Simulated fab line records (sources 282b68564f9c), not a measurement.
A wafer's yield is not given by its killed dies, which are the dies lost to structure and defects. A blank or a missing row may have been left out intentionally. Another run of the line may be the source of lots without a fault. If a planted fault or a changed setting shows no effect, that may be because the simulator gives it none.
fab line records | flow rit_cmos
record lots=14 | wafers=42 | last_day=7
route steps=202 shown PWELL@45 PSD@148 CONTACT@169 M1@196
lots with no fault: from the same line, run without faults
start_h: start of the lot's first displayed wafer, in hours after the record's first day | wait_h: how many hours have passed since the lot's step before this one | " as in the row above | L1.1+2: a row that stands for several wafers | - no value, or no start given | * or withheld: withheld | < > ~ a bound
route shown NAME@n: a module of which the file shows steps, and the number in the route of the first | usual: mean and standard deviation over wafers with no fault | same: alike in all rows | chamber/n: place in a boat | sites: readings site by site | _std_site: the standard deviation of these | _edge_site: outer sites' mean less inner sites' | radius_mm: how far each site lies from the wafer's centre | mask NAME#n: copy n | behind: the most recent tool/chamber to have shaped the wafer | hold: cause of the lot's hold/its duration in hours/its outcome | device: names the non-switching transistor (n, p or np) | end of line: at the end of the route, the tests of the same wafers | a step without rows: its recipe alone | killed: count of dies lost to structure and defects at first sort (not the wafer's yield) | map: a wafer's dies, marking killed ones x, the rest . and places with no die _
set.NAME: the run value of the setting; set.NAME@STEP: its run value at that earlier step | model.NAME: the simulator's own value behind a step, which no gauge read
steps of the route over a sample of lots; a table a step, a row a wafer
services: the hour from which a tool's chamber was out of use, counted from the record's first day as start_h (under 0 if before that day), plus the number of hours and why
## steps
# step RIT_PWELL_OVL_MEAS_06
# usual PWELL_OVL=0.3/1.5
lot.wafer | tool       | chamber | start_h | wait_h | PWELL_OVL[nm]
L189.2    | overlay-02 | -       | 24.20   | -      | 1.9
L189.3    | "          | -       | "       | "      | 0.9
L189.4    | "          | -       | "       | "      | 0.6
L190.1    | overlay-01 | -       | 27.04   | -      | 0.2
L190.2    | "          | -       | "       | "      | -2.1
L190.5    | "          | -       | "       | "      | -1.4
L191.1    | overlay-01 | -       | 32.40   | -      | 0.7
L191.2    | "          | -       | "       | "      | 1.3
L191.5    | "          | -       | "       | "      | -0.6
L192.1    | overlay-02 | -       | 38.03   | -      | -1.3
L192.3    | "          | -       | "       | "      | 1.0
L192.4    | "          | -       | "       | "      | -0.8
L193.2    | overlay-02 | -       | 42.60   | -      | 2.2
L193.4    | "          | -       | "       | "      | 0.7
L193.5    | "          | -       | "       | "      | 2.8
L194.2    | overlay-01 | -       | 49.18   | -      | -0.5
L194.5    | "          | -       | "       | "      | -0.3
L194.6    | "          | -       | "       | "      | -2.1
L198.1    | overlay-02 | -       | 67.71   | -      | 0.5
L198.4    | "          | -       | "       | "      | -0.1
L198.6    | "          | -       | "       | "      | -1.0
L199.1    | overlay-01 | -       | 72.67   | -      | 1.8
L199.3    | "          | -       | "       | "      | 1.7
L199.6    | "          | -       | "       | "      | -0.1
L200.1    | overlay-02 | -       | 76.74   | -      | 1.7
L200.2    | "          | -       | "       | "      | 0.8
L200.5    | "          | -       | "       | "      | 0.8
L201.1    | overlay-01 | -       | 83.05   | -      | 1.4
L201.4    | "          | -       | "       | "      | -0.3
L201.5    | "          | -       | "       | "      | -0.2
L202.4    | overlay-01 | -       | 87.67   | -      | 0.4
L202.5    | "          | -       | "       | "      | -1.1
L202.6    | "          | -       | "       | "      | 1.0
L203.1    | overlay-02 | -       | 96.30   | -      | 1.3
L203.2    | "          | -       | "       | "      | 1.7
L203.4    | "          | -       | "       | "      | 2.0
L207.2    | overlay-02 | -       | 117.25  | -      | -2.6
L207.3    | "          | -       | "       | "      | -2.4
L207.5    | "          | -       | "       | "      | -1.5
L209.4    | overlay-02 | -       | 122.51  | -      | -0.9
L209.5    | "          | -       | "       | "      | 2.2
L209.6    | "          | -       | "       | "      | 0.0
# step RIT_PSD_OVL_MEAS_06
# usual PSD_OVL=-0.3/1.4
lot.wafer | tool       | chamber | start_h | wait_h | PSD_OVL[nm]
L189.2    | overlay-01 | -       | 49.42   | -      | -1.3
L189.3    | "          | -       | "       | "      | -2.8
L189.4    | "          | -       | "       | "      | -2.2
L190.1    | overlay-01 | -       | 54.43   | -      | -1.9
L190.2    | "          | -       | "       | "      | -1.7
L190.5    | "          | -       | "       | "      | -0.1
L191.1    | overlay-02 | -       | 59.85   | -      | 0.1
L191.2    | "          | -       | "       | "      | 0.3
L191.5    | "          | -       | "       | "      | 0.1
L192.1    | overlay-01 | -       | 63.58   | -      | -0.1
L192.3    | "          | -       | "       | "      | 0.6
L192.4    | "          | -       | "       | "      | -0.3
L193.2    | overlay-02 | -       | 69.56   | -      | 1.5
L193.4    | "          | -       | "       | "      | -0.6
L193.5    | "          | -       | "       | "      | 1.8
L194.2    | overlay-01 | -       | 76.91   | -      | -0.3
L194.5    | "          | -       | "       | "      | 0.0
L194.6    | "          | -       | "       | "      | 0.1
L198.1    | overlay-02 | -       | 99.36   | -      | -0.8
L198.4    | "          | -       | "       | "      | 0.9
L198.6    | "          | -       | "       | "      | 1.5
L199.1    | overlay-01 | -       | 101.15  | -      | -0.5
L199.3    | "          | -       | "       | "      | -1.8
L199.6    | "          | -       | "       | "      | -0.7
L200.1    | overlay-01 | -       | 104.49  | -      | 0.8
L200.2    | "          | -       | "       | "      | 2.1
L200.5    | "          | -       | "       | "      | 0.9
L201.1    | overlay-01 | -       | 109.38  | -      | -1.1
L201.4    | "          | -       | "       | "      | -1.1
L201.5    | "          | -       | "       | "      | 0.0
L202.4    | overlay-01 | -       | 115.86  | -      | 1.0
L202.5    | "          | -       | "       | "      | 3.1
L202.6    | "          | -       | "       | "      | 2.4
L203.1    | overlay-01 | -       | 125.32  | -      | -1.4
L203.2    | "          | -       | "       | "      | -0.1
L203.4    | "          | -       | "       | "      | -0.4
L207.2    | overlay-02 | -       | 144.26  | -      | -0.6
L207.3    | "          | -       | "       | "      | 0.1
L207.5    | "          | -       | "       | "      | 1.3
L209.4    | overlay-02 | -       | 148.66  | -      | -2.1
L209.5    | "          | -       | "       | "      | -2.4
L209.6    | "          | -       | "       | "      | -2.4
# step RIT_CONTACT_THK_MEAS_01
# recipe reads=SiO2_of_CONTACT_CVD_00
# usual CONTACT_TEOS_THK=403/5.2
lot.wafer | tool          | chamber | start_h | wait_h | CONTACT_TEOS_THK[nm]
L189.2    | film_metro-02 | -       | 51.60   | 0.0    | 391
L189.3    | "             | -       | "       | "      | 397
L189.4    | "             | -       | "       | "      | 403
L190.1    | film_metro-02 | -       | 56.50   | 0.0    | 394
L190.2    | "             | -       | "       | "      | 399
L190.5    | "             | -       | "       | "      | 402
L191.1    | film_metro-02 | -       | 61.90   | 0.0    | 402
L191.2    | "             | -       | "       | "      | 401
L191.5    | "             | -       | "       | "      | 407
L192.1    | film_metro-03 | -       | 65.63   | 0.0    | 403
L192.3    | "             | -       | "       | "      | 404
L192.4    | "             | -       | "       | "      | 404
L193.2    | film_metro-02 | -       | 71.63   | 0.1    | 395
L193.4    | "             | -       | "       | "      | 403
L193.5    | "             | -       | "       | "      | 406
L194.2    | film_metro-02 | -       | 78.96   | 0.0    | 400
L194.5    | "             | -       | "       | "      | 408
L194.6    | "             | -       | "       | "      | 409
L198.1    | film_metro-01 | -       | 101.41  | 0.0    | 401
L198.4    | "             | -       | "       | "      | 406
L198.6    | "             | -       | "       | "      | 406
L199.1    | film_metro-02 | -       | 103.19  | 0.0    | 402
L199.3    | "             | -       | "       | "      | 406
L199.6    | "             | -       | "       | "      | 404
L200.1    | film_metro-01 | -       | 106.57  | 0.0    | 405
L200.2    | "             | -       | "       | "      | 408
L200.5    | "             | -       | "       | "      | 412
L201.1    | film_metro-02 | -       | 111.46  | 0.0    | 399
L201.4    | "             | -       | "       | "      | 409
L201.5    | "             | -       | "       | "      | 410
L202.4    | film_metro-01 | -       | 117.99  | 0.0    | 403
L202.5    | "             | -       | "       | "      | 398
L202.6    | "             | -       | "       | "      | 402
L203.1    | film_metro-01 | -       | 127.39  | 0.0    | 398
L203.2    | "             | -       | "       | "      | 403
L203.4    | "             | -       | "       | "      | 408
L207.2    | film_metro-01 | -       | 146.71  | 0.0    | 397
L207.3    | "             | -       | "       | "      | 394
L207.5    | "             | -       | "       | "      | 404
L209.4    | film_metro-01 | -       | 150.77  | 0.1    | 407
L209.5    | "             | -       | "       | "      | 410
L209.6    | "             | -       | "       | "      | 413
# step RIT_M1_METAL_ETCH_12
# recipe stop_on=SiO2 | chemistry=Cl2/BCl3 | target=Al | time_s=165 | over_etch_frac=0.5 | pressure_mtorr=100 | target_depth_a=6000 | rf_w=250 | Cl2_flow_sccm=60 | bcl3_flow_sccm=50
# usual drypump_motor_current_A=5.86/0.29 | oes_product_au=0.786/0.013 | run_length_s=193.3/0.36 | throttle_valve_pct=8.25/0.13
lot.wafer | tool         | chamber | start_h | wait_h | drypump_motor_current_A | oes_product_au | rf_hours_counter_h | run_length_s | throttle_valve_pct
L189.2    | rie_metal-01 | 1       | 55.66   | 0.2    | 5.61                    | 0.785          | 2                  | 193.9        | 8.20
L189.3    | "            | 0       | "       | "      | 5.91                    | 0.799          | -                  | 192.8        | 8.11
L189.4    | "            | 1       | "       | "      | 5.61                    | 0.779          | -                  | 193.5        | 8.19
L190.1    | rie_metal-02 | 1       | 60.77   | 0.2    | 6.11                    | 0.776          | 1                  | 193.2        | 8.34
L190.2    | "            | 1       | "       | "      | 6.09                    | 0.783          | -                  | 193.4        | 8.35
L190.5    | "            | 1       | "       | "      | 6.12                    | 0.778          | -                  | 193.4        | 8.35
L191.1    | rie_metal-04 | 1       | 66.07   | 0.2    | 6.19                    | 0.792          | 31                 | 193.2        | 8.36
L191.2    | "            | 0       | "       | "      | 5.89                    | 0.765          | 34                 | 193.5        | 8.38
L191.5    | "            | 0       | "       | "      | 5.88                    | 0.773          | -                  | 193.0        | 8.37
L192.1    | rie_metal-01 | 1       | 69.76   | 0.2    | 5.61                    | 0.782          | 3                  | 193.5        | 8.20
L192.3    | "            | 0       | "       | "      | 5.95                    | 0.804          | -                  | 193.0        | 8.10
L192.4    | "            | 1       | "       | "      | 5.60                    | 0.786          | -                  | 193.9        | 8.21
L193.2    | rie_metal-02 | 1       | 76.10   | 0.2    | 6.08                    | 0.771          | -                  | 193.1        | 8.34
L193.4    | "            | 1       | "       | "      | 6.09                    | 0.772          | -                  | 193.3        | 8.33
L193.5    | "            | 1       | "       | "      | 6.07                    | 0.775          | -                  | 193.4        | 8.33
L194.2    | rie_metal-04 | 0       | 83.02   | 0.2    | 5.88                    | 0.766          | 35                 | 193.3        | 8.39
L194.5    | "            | 1       | "       | "      | 6.18                    | 0.793          | -                  | 194.2        | 8.38
L194.6    | "            | 0       | "       | "      | 5.86                    | 0.759          | -                  | 193.0        | 8.37
L198.1    | rie_metal-01 | 1       | 105.60  | 0.2    | 5.60                    | 0.785          | 3                  | 193.7        | 8.18
L198.4    | "            | 1       | "       | "      | 5.60                    | 0.789          | -                  | 193.4        | 8.17
L198.6    | "            | 0       | "       | "      | 5.94                    | 0.800          | -                  | 192.8        | 8.11
L199.1    | rie_metal-02 | 1       | 107.34  | 0.2    | 6.06                    | 0.777          | 2                  | 193.2        | 8.35
L199.3    | "            | 1       | "       | "      | 6.05                    | 0.776          | -                  | 193.4        | 8.36
L199.6    | "            | 1       | "       | "      | 6.08                    | 0.774          | -                  | 193.3        | 8.37
L200.1    | rie_metal-04 | 1       | 110.57  | 0.2    | 6.19                    | 0.795          | 32                 | 193.5        | 8.37
L200.2    | "            | 0       | "       | "      | 5.89                    | 0.770          | 35                 | 192.9        | 8.40
L200.5    | "            | 1       | "       | "      | 6.20                    | 0.776          | -                  | 193.4        | 8.39
L201.1    | rie_metal-01 | 1       | 115.65  | 0.2    | 5.61                    | 0.795          | 3                  | 193.4        | 8.20
L201.4    | "            | 1       | "       | "      | 5.63                    | 0.794          | -                  | 193.8        | 8.20
L201.5    | "            | 1       | "       | "      | 5.60                    | 0.792          | -                  | 193.8        | 8.18
L202.4    | rie_metal-02 | 1       | 122.08  | 0.1    | 6.09                    | 0.773          | -                  | 193.4        | 8.35
L202.5    | "            | 0       | "       | "      | 5.18                    | 0.799          | -                  | 193.8        | 8.03
L202.6    | "            | 1       | "       | "      | 6.07                    | 0.772          | -                  | 193.2        | 8.33
L203.1    | rie_metal-04 | 1       | 131.60  | 0.2    | 6.21                    | 0.791          | 32                 | 193.5        | 8.39
L203.2    | "            | 0       | "       | "      | 5.87                    | 0.766          | 35                 | 192.9        | 8.37
L203.4    | "            | 1       | "       | "      | 6.18                    | 0.791          | -                  | 193.3        | 8.38
L207.2    | rie_metal-02 | 0       | 150.77  | 0.2    | 5.19                    | 0.789          | 0                  | 193.4        | 8.05
L207.3    | "            | 1       | "       | "      | 6.07                    | 0.995          | -                  | 152.5        | 8.30
L207.5    | "            | 0       | "       | "      | 5.21                    | 0.794          | -                  | 193.5        | 8.03
L209.4    | rie_metal-02 | 1       | 155.04  | 0.1    | 6.09                    | 0.983          | -                  | 151.8        | 8.32
L209.5    | "            | 0       | "       | "      | 5.24                    | 0.799          | -                  | 194.0        | 8.03
L209.6    | "            | 1       | "       | "      | 6.10                    | 0.994          | -                  | 151.8        | 8.33
# step RIT_M1_CD_MEAS_90
# recipe target_cd_nm=2600
# usual cd_nm=2600.7/2.6
lot.wafer | tool      | chamber | start_h | wait_h | cd_nm
L189.2    | cd_sem-01 | -       | 56.21   | 0.1    | 2604.5
L189.3    | "         | -       | "       | "      | 2603.1
L189.4    | "         | -       | "       | "      | 2604.1
L190.1    | cd_sem-01 | -       | 61.46   | 0.1    | 2604.7
L190.2    | "         | -       | "       | "      | 2603.0
L190.5    | "         | -       | "       | "      | 2602.6
L191.1    | cd_sem-01 | -       | 66.58   | 0.1    | 2599.3
L191.2    | "         | -       | "       | "      | 2600.7
L191.5    | "         | -       | "       | "      | 2603.2
L192.1    | cd_sem-01 | -       | 70.29   | 0.1    | 2603.7
L192.3    | "         | -       | "       | "      | 2599.7
L192.4    | "         | -       | "       | "      | 2600.5
L193.2    | cd_sem-01 | -       | 76.74   | 0.1    | 2598.4
L193.4    | "         | -       | "       | "      | 2601.2
L193.5    | "         | -       | "       | "      | 2600.8
L194.2    | cd_sem-02 | -       | 83.55   | 0.1    | 2597.2
L194.5    | "         | -       | "       | "      | 2597.9
L194.6    | "         | -       | "       | "      | 2597.9
L198.1    | cd_sem-01 | -       | 106.15  | 0.1    | 2603.0
L198.4    | "         | -       | "       | "      | 2602.4
L198.6    | "         | -       | "       | "      | 2601.7
L199.1    | cd_sem-01 | -       | 108.03  | 0.1    | 2604.1
L199.3    | "         | -       | "       | "      | 2602.8
L199.6    | "         | -       | "       | "      | 2602.2
L200.1    | cd_sem-01 | -       | 111.14  | 0.1    | 2600.1
L200.2    | "         | -       | "       | "      | 2600.6
L200.5    | "         | -       | "       | "      | 2599.0
L201.1    | cd_sem-02 | -       | 116.17  | 0.1    | 2604.4
L201.4    | "         | -       | "       | "      | 2604.0
L201.5    | "         | -       | "       | "      | 2603.8
L202.4    | cd_sem-01 | -       | 122.61  | 0.1    | 2599.4
L202.5    | "         | -       | "       | "      | 2597.8
L202.6    | "         | -       | "       | "      | 2597.1
L203.1    | cd_sem-02 | -       | 132.13  | 0.1    | 2600.7
L203.2    | "         | -       | "       | "      | 2601.6
L203.4    | "         | -       | "       | "      | 2600.5
L207.2    | cd_sem-01 | -       | 151.30  | 0.1    | 2601.5
L207.3    | "         | -       | "       | "      | 2608.5
L207.5    | "         | -       | "       | "      | 2602.3
L209.4    | cd_sem-02 | -       | 155.56  | 0.1    | 2612.1
L209.5    | "         | -       | "       | "      | 2607.5
L209.6    | "         | -       | "       | "      | 2609.4
# step RIT_M1_PROBE_99
# usual defect_limited_yield=97.4/1.2 | killed_at_contacts=0.1/0.24 | killed_at_front_end=7/3.1 | killed_dies=7/3.1 | killed_open=3.6/2.1 | killed_short=3.2/2
# same gross_dies=264 | killed_at_M0_to_M3=0 | killed_at_M4_up=0 | killed_at_back_side=0 | killed_at_other=0
lot.wafer | tool      | chamber | start_h | wait_h | defect_limited_yield[%] | killed_at_contacts | killed_at_front_end | killed_dies | killed_open | killed_short
L189.2    | prober-02 | -       | 57.98   | 0.1    | 98.1                    | 0                  | 5                   | 5           | 1           | 4
L189.3    | prober-02 | -       | 58.03   | 0.2    | 95.8                    | 0                  | 11                  | 11          | 7           | 4
L189.4    | prober-02 | -       | 58.08   | 0.2    | 97.0                    | 0                  | 8                   | 8           | 5           | 3
L190.1    | prober-01 | -       | 64.00   | 0.1    | 95.8                    | 0                  | 11                  | 11          | 5           | 6
L190.2    | prober-01 | -       | 64.05   | 0.1    | 96.2                    | 0                  | 10                  | 10          | 3           | 7
L190.5    | prober-01 | -       | 64.20   | 0.2    | 97.3                    | 0                  | 7                   | 7           | 4           | 3
L191.1    | prober-02 | -       | 69.36   | 0.1    | 97.3                    | 0                  | 7                   | 7           | 4           | 3
L191.2    | prober-02 | -       | 69.41   | 0.1    | 98.5                    | 0                  | 4                   | 4           | 2           | 2
L191.5    | prober-02 | -       | 69.56   | 0.2    | 97.7                    | 0                  | 6                   | 6           | 4           | 2
L192.1    | prober-01 | -       | 72.03   | 0.1    | 98.5                    | 0                  | 4                   | 4           | 2           | 2
L192.3    | prober-01 | -       | 72.13   | 0.2    | 96.2                    | 0                  | 10                  | 10          | 8           | 2
L192.4    | prober-01 | -       | 72.18   | 0.2    | 96.6                    | 0                  | 9                   | 9           | 5           | 4
L193.2    | prober-02 | -       | 78.51   | 0.1    | 97.7                    | 0                  | 6                   | 6           | 2           | 4
L193.4    | prober-02 | -       | 78.61   | 0.2    | 98.5                    | 0                  | 4                   | 4           | 3           | 1
L193.5    | prober-02 | -       | 78.66   | 0.2    | 95.1                    | 0                  | 13                  | 13          | 8           | 5
L194.2    | prober-01 | -       | 85.83   | 0.1    | 98.9                    | 0                  | 3                   | 3           | 2           | 1
L194.5    | prober-01 | -       | 85.98   | 0.2    | 97.7                    | 0                  | 6                   | 6           | 0           | 6
L194.6    | prober-01 | -       | 86.03   | 0.2    | 98.9                    | 0                  | 3                   | 3           | 1           | 2
L198.1    | prober-01 | -       | 110.12  | 0.1    | 98.9                    | 0                  | 3                   | 3           | 2           | 1
L198.4    | prober-01 | -       | 110.27  | 0.2    | 95.8                    | 1                  | 10                  | 11          | 6           | 5
L198.6    | prober-01 | -       | 110.37  | 0.2    | 96.6                    | 0                  | 9                   | 9           | 6           | 3
L199.1    | prober-02 | -       | 110.12  | 0.1    | 97.3                    | 0                  | 7                   | 7           | 4           | 3
L199.3    | prober-02 | -       | 110.22  | 0.2    | 96.2                    | 0                  | 10                  | 10          | 6           | 4
L199.6    | prober-02 | -       | 110.37  | 0.2    | 98.1                    | 0                  | 5                   | 5           | 2           | 3
L200.1    | prober-01 | -       | 115.11  | 0.1    | 98.1                    | 0                  | 5                   | 5           | 1           | 4
L200.2    | prober-01 | -       | 115.16  | 0.1    | 97.0                    | 0                  | 8                   | 8           | 1           | 7
L200.5    | prober-01 | -       | 115.31  | 0.2    | 96.6                    | 0                  | 9                   | 9           | 6           | 3
L201.1    | prober-02 | -       | 117.91  | 0.1    | 98.1                    | 0                  | 5                   | 5           | 2           | 3
L201.4    | prober-02 | -       | 118.06  | 0.2    | 98.9                    | 0                  | 3                   | 3           | 2           | 1
L201.5    | prober-02 | -       | 118.11  | 0.2    | 96.2                    | 0                  | 10                  | 10          | 4           | 6
L202.4    | prober-01 | -       | 124.65  | 0.2    | 98.1                    | 0                  | 5                   | 5           | 3           | 2
L202.5    | prober-01 | -       | 124.70  | 0.2    | 97.7                    | 0                  | 6                   | 6           | 4           | 2
L202.6    | prober-01 | -       | 124.75  | 0.2    | 98.1                    | 0                  | 5                   | 5           | 3           | 2
L203.1    | prober-02 | -       | 133.87  | 0.1    | 94.7                    | 0                  | 14                  | 14          | 7           | 7
L203.2    | prober-02 | -       | 133.92  | 0.1    | 98.5                    | 0                  | 4                   | 4           | 1           | 3
L203.4    | prober-02 | -       | 134.02  | 0.2    | 95.5                    | 0                  | 12                  | 12          | 7           | 5
L207.2    | prober-02 | -       | 153.07  | 0.1    | 96.6                    | 0                  | 9                   | 9           | 5           | 4
L207.3    | prober-02 | -       | 153.12  | 0.2    | 96.6                    | 0                  | 9                   | 9           | 2           | 7
L207.5    | prober-02 | -       | 153.22  | 0.2    | 97.7                    | 0                  | 6                   | 6           | 3           | 3
L209.4    | prober-02 | -       | 157.63  | 0.2    | 98.1                    | 0                  | 5                   | 5           | 2           | 3
L209.5    | prober-02 | -       | 157.68  | 0.2    | 97.3                    | 0                  | 7                   | 7           | 3           | 4
L209.6    | prober-02 | -       | 157.73  | 0.2    | 96.2                    | 0                  | 10                  | 10          | 5           | 5
# killed by level:class
L189.2 FOX1:geometric_particle:short=1 FOX1:geometric_particle:open=1 GATE:geometric_particle:short=1 SPACER:geometric_particle:short=1 SILICIDE:geometric_particle:short=1
L189.3 GATE:geometric_particle:short=4 FOX2:geometric_particle:open=3 GATE:geometric_particle:open=3 SPACER:geometric_particle:open=1
L189.4 GATE:geometric_particle:open=2 FOX1:geometric_particle:open=1 FOX2:geometric_particle:short=1 GATE:geometric_particle:short=1 REOX:geometric_particle:open=1 SPACER:geometric_particle:short=1 SILICIDE:geometric_particle:open=1
L190.1 GATE:geometric_particle:open=3 GATE:geometric_particle:short=2 SPACER:geometric_particle:short=2 FOX2:geometric_particle:open=1 FOX2:geometric_particle:short=1 REOX:geometric_particle:short=1 SILICIDE:geometric_particle:open=1
L190.2 GATE:geometric_particle:short=4 FOX1:geometric_particle:short=2 GATE:geometric_particle:open=2 REOX:geometric_particle:open=1 REOX:geometric_particle:short=1
L190.5 GATE:geometric_particle:open=3 GATE:geometric_particle:short=2 FOX1:geometric_particle:open=1 SILICIDE:geometric_particle:short=1
L191.1 GATE:geometric_particle:open=2 FOX1:geometric_particle:short=1 FOX1:geometric_particle:open=1 FOX2:geometric_particle:short=1 GATE:geometric_particle:short=1 SILICIDE:geometric_particle:open=1
L191.2 FOX2:geometric_particle:open=2 REOX:geometric_particle:short=1 SILICIDE:geometric_particle:short=1
L191.5 GATE:geometric_particle:open=3 GATE:geometric_particle:short=2 FOX1:geometric_particle:open=1
L192.1 GATE:geometric_particle:open=1 REOX:geometric_particle:open=1 REOX:geometric_particle:short=1 SPACER:geometric_particle:short=1
L192.3 SPACER:geometric_particle:open=3 GATE:geometric_particle:open=2 FOX1:geometric_particle:open=1 FOX1:geometric_particle:short=1 FOX2:geometric_particle:open=1 REOX:geometric_particle:open=1 SPACER:geometric_particle:short=1
L192.4 GATE:geometric_particle:open=4 GATE:geometric_particle:short=2 SPACER:geometric_particle:short=2 REOX:geometric_particle:open=1
L193.2 FOX1:geometric_particle:short=1 FOX2:geometric_particle:short=1 FOX2:geometric_particle:open=1 REOX:geometric_particle:short=1 SPACER:geometric_particle:open=1 SILICIDE:geometric_particle:short=1
L193.4 FOX2:geometric_particle:open=1 GATE:geometric_particle:short=1 GATE:geometric_particle:open=1 SPACER:geometric_particle:open=1
L193.5 GATE:geometric_particle:open=5 FOX2:geometric_particle:short=2 REOX:geometric_particle:open=2 FOX2:geometric_particle:open=1 GATE:geometric_particle:short=1 REOX:geometric_particle:short=1 SPACER:geometric_particle:short=1
L194.2 FOX1:geometric_particle:short=1 FOX1:geometric_particle:open=1 GATE:geometric_particle:open=1
L194.5 GATE:geometric_particle:short=3 ACTIVE:geometric_particle:short=1 REOX:geometric_particle:short=1 SILICIDE:geometric_particle:short=1
L194.6 FOX1:geometric_particle:short=2 GATE:geometric_particle:open=1
L198.1 REOX:geometric_particle:short=1 REOX:geometric_particle:open=1 SPACER:geometric_particle:open=1
L199.1 GATE:geometric_particle:short=2 FOX1:geometric_particle:open=1 GATE:geometric_particle:open=1 REOX:geometric_particle:open=1 SPACER:geometric_particle:short=1 SILICIDE:geometric_particle:open=1
L199.3 FOX2:geometric_particle:short=2 GATE:geometric_particle:open=2 SILICIDE:geometric_particle:open=2 FOX1:geometric_particle:open=1 FOX2:geometric_particle:open=1 GATE:geometric_particle:short=1 SILICIDE:geometric_particle:short=1
L198.4 REOX:geometric_particle:open=3 GATE:geometric_particle:open=2 REOX:geometric_particle:short=2 FOX1:geometric_particle:short=1 FOX2:geometric_particle:open=1 SILICIDE:geometric_particle:short=1 CONTACT:geometric_particle:short=1
L198.6 REOX:geometric_particle:open=2 SPACER:geometric_particle:open=2 FOX1:geometric_particle:short=1 GATE:geometric_particle:open=1 REOX:geometric_particle:short=1 SILICIDE:geometric_particle:open=1 SILICIDE:geometric_particle:short=1
L199.6 GATE:geometric_particle:short=3 SPACER:geometric_particle:open=1 SILICIDE:geometric_particle:open=1
L200.1 GATE:geometric_particle:short=2 FOX1:geometric_particle:open=1 REOX:geometric_particle:short=1 SPACER:geometric_particle:short=1
L200.2 GATE:geometric_particle:short=3 FOX2:geometric_particle:short=2 SILICIDE:geometric_particle:short=2 GATE:geometric_particle:open=1
L200.5 GATE:geometric_particle:open=3 FOX1:geometric_particle:short=2 REOX:geometric_particle:open=2 FOX2:geometric_particle:short=1 SPACER:geometric_particle:open=1
L201.1 FOX1:geometric_particle:short=2 FOX1:geometric_particle:open=1 GATE:geometric_particle:open=1 GATE:geometric_particle:short=1
L201.4 GATE:geometric_particle:open=2 SPACER:geometric_particle:short=1
L201.5 FOX1:geometric_particle:short=3 GATE:geometric_particle:open=3 GATE:geometric_particle:short=2 FOX1:geometric_particle:open=1 FOX2:geometric_particle:short=1
L202.4 FOX2:geometric_particle:short=1 FOX2:geometric_particle:open=1 GATE:geometric_particle:open=1 SPACER:geometric_particle:short=1 SILICIDE:geometric_particle:open=1
L202.5 GATE:geometric_particle:open=3 FOX1:geometric_particle:open=1 FOX1:geometric_particle:short=1 GATE:geometric_particle:short=1
L202.6 GATE:geometric_particle:open=2 FOX1:geometric_particle:open=1 GATE:geometric_particle:short=1 SPACER:geometric_particle:short=1
L203.1 SPACER:geometric_particle:open=3 GATE:geometric_particle:short=2 REOX:geometric_particle:short=2 FOX1:geometric_particle:short=1 FOX1:geometric_particle:open=1 FOX2:geometric_particle:open=1 FOX2:geometric_particle:short=1 GATE:geometric_particle:open=1
L203.2 SILICIDE:geometric_particle:short=2 GATE:geometric_particle:short=1 GATE:geometric_particle:open=1
L203.4 GATE:geometric_particle:open=4 SILICIDE:geometric_particle:short=2 SILICIDE:geometric_particle:open=2 FOX2:geometric_particle:short=1 GATE:geometric_particle:short=1 REOX:geometric_particle:open=1 SPACER:geometric_particle:short=1
L207.2 SPACER:geometric_particle:open=3 GATE:geometric_particle:short=2 REOX:geometric_particle:short=2 FOX1:geometric_particle:open=1 REOX:geometric_particle:open=1
L207.3 REOX:geometric_particle:short=5 FOX2:geometric_particle:open=1 GATE:geometric_particle:short=1 GATE:geometric_particle:open=1 SPACER:geometric_particle:short=1
L207.5 FOX1:geometric_particle:short=2 FOX1:geometric_particle:open=1 REOX:geometric_particle:open=1 REOX:geometric_particle:short=1 SILICIDE:geometric_particle:open=1
L209.4 GATE:geometric_particle:short=3 GATE:geometric_particle:open=2
L209.5 GATE:geometric_particle:short=2 REOX:geometric_particle:open=2 FOX1:geometric_particle:short=1 GATE:geometric_particle:open=1 SILICIDE:geometric_particle:short=1
L209.6 FOX1:geometric_particle:short=4 GATE:geometric_particle:open=2 FOX1:geometric_particle:open=1 GATE:geometric_particle:short=1 REOX:geometric_particle:open=1 SPACER:geometric_particle:open=1
## services
tool         | chamber | start_h | hours | kind
rie_metal-04 | -       | 37.28   | 2.2   | repair
rie_metal-01 | 1       | 108.50  | 3.6   | repair
rie_metal-04 | 1       | 111.21  | 1.0   | repair
rie_metal-04 | -       | 116.70  | 0.2   | repair
rie_metal-04 | -       | 136.12  | 20.0  | pm
rie_metal-04 | 0       | 136.12  | 20.0  | vent_cycle
rie_metal-04 | 1       | 136.12  | 20.0  | vent_cycle
## key
first_sign step=RIT_M1_METAL_ETCH_12 | reading=run_length_s | direction=down | sigmas=99+ | usual=* | struck=*
effect step=RIT_M1_METAL_ETCH_12 | reading=oes_product_au | direction=up | sigmas=15 | usual=0.786 | struck=0.991
effect step=RIT_M1_CD_MEAS_90 | reading=cd_nm | direction=up | sigmas=3.6 | usual=2600.7 | struck=2610.0
met_at RIT_M1_METAL_ETCH_12
struck_lots L207,L209
struck_wafers L207.3,L209.4,L209.6
not_acting_at RIT_PWELL_OVL_MEAS_06,RIT_PSD_OVL_MEAS_06,RIT_CONTACT_THK_MEAS_01
onset_between 122.08 150.77
fault kind=process_parameter_drift | tool=rie_metal-02 | chamber=1 | onset_h=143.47 | steps=RIT_M1_METAL_ETCH_12 | channel=time_s | offset=* | shape=step | end_h=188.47 | stated=*
